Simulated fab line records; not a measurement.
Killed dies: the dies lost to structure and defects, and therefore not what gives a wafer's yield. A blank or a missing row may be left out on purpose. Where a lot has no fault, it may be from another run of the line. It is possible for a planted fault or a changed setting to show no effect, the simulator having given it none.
A lot that was struck, set against a sound lot | flow berkeley-cmos170 | 17 steps out of a route of 331
Sound: wafers L741.1, L741.2, L741.6. Wafers L745.2, L745.4, L745.5 were the ones struck. At the end, the cause is stated.
For every step that has rows: the tool of each side, followed by ch and its chambers, followed by its first start. Under that, the readings that differ: sound wafers | struck wafers | difference of the means | sigmas: that difference in standard deviations of wafers without a fault.
alike: readings with means less than 2 such deviations apart, plus words and numbers identical on both sides. not compared: withheld readings, readings lacking a value on some wafer, bounds such as >300 that could conceal the same value, and numbers that have no deviation in the record and whose values overlap.
A row with sigmas, a row that says differs or no value, or rows on one side alone: a step with any of these is where the two part. When numbers do not overlap yet have no deviation, they are printed without sigmas and do not part them. A reading that every wafer of one side lacks parts them only if that side has two wafers or more.

first, 2 steps without rows for these wafers: UCB170_PLDD_PEB_04; UCB170_PLDD_DEVELOP_05 (develop time 45 s).
UCB170_PLDD_CD_MEAS_06: the cd target is 1200 nm.
  struck on cd-sem-01, day 7 22:08; sound on cd-sem-01, day 7 17:53
  alike: cd-nm
UCB170_PLDD_OVL_MEAS_07:
  struck on overlay-01, day 7 22:14; sound on overlay-02, day 7 18:01
  alike: PLDD_OVL
then, 2 steps without rows for these wafers: UCB170_PLDD_IMPLANT_08; UCB170_PLDD_IMPLANT_09.
UCB170_PLDD_STRIP_10: strips in O2.
  sound on plasma-asher-01 ch 0,1, day 7 18:20; struck on plasma-asher-01 ch 0, day 7 22:34
  alike: drypump-motor-current-A, o2-flow-sccm, oes-product-au, strip-time-to-endpoint-s
  not compared: rf-hours-counter-h
UCB170_PLDD_TW_MEAS_11:
  struck on film-metro-01, day 7 22:41; sound on film-metro-01, day 7 18:26
  alike: PLDD_TW
then, 4 steps without rows for these wafers: UCB170_PLDD_CLEAN_12 (cleans in SPM, time 600 s); UCB170_NLDD_HMDS_00 (prime time 60 s); UCB170_NLDD_COAT_01 (resist thk 900 nm); UCB170_NLDD_SOFTBAKE_02 (time 60 s).
UCB170_NLDD_EXPOSE_03: exposes mask NSELECT, target cd 1200 nm.
  sound on krf-scanner-02 ch 0, day 7 19:38; struck on krf-scanner-01 ch 0, day 7 23:23
  reading | sound                         | struck                                 | difference | sigmas
  mask    | NSELECT#0 NSELECT#0 NSELECT#0 | NSELECT_R1#0 NSELECT_R1#0 NSELECT_R1#0 | differs    |
then, 2 steps without rows for these wafers: UCB170_NLDD_PEB_04; UCB170_NLDD_DEVELOP_05 (develop time 45 s).
UCB170_NLDD_CD_MEAS_06: the cd target is 1200 nm.
  struck on cd-sem-02, day 7 23:46; sound on cd-sem-01, day 7 20:05
  reading    | sound                | struck            | difference | sigmas
  cd-nm (nm) | 1201.2 1201.0 1200.6 | 959.5 960.2 960.1 | -241.0     | -99 or more
UCB170_NLDD_OVL_MEAS_07:
  struck on overlay-01, day 7 23:53; sound on overlay-01, day 7 20:12
  alike: NLDD_OVL

== WHERE THEY PART ==
Earliest at UCB170_NLDD_EXPOSE_03; latest, in this record, at UCB170_NLDD_CD_MEAS_06. Later steps at which nothing parts them and some readings are alike: UCB170_NLDD_OVL_MEAS_07.

WHY: whatever the simulator had introduced
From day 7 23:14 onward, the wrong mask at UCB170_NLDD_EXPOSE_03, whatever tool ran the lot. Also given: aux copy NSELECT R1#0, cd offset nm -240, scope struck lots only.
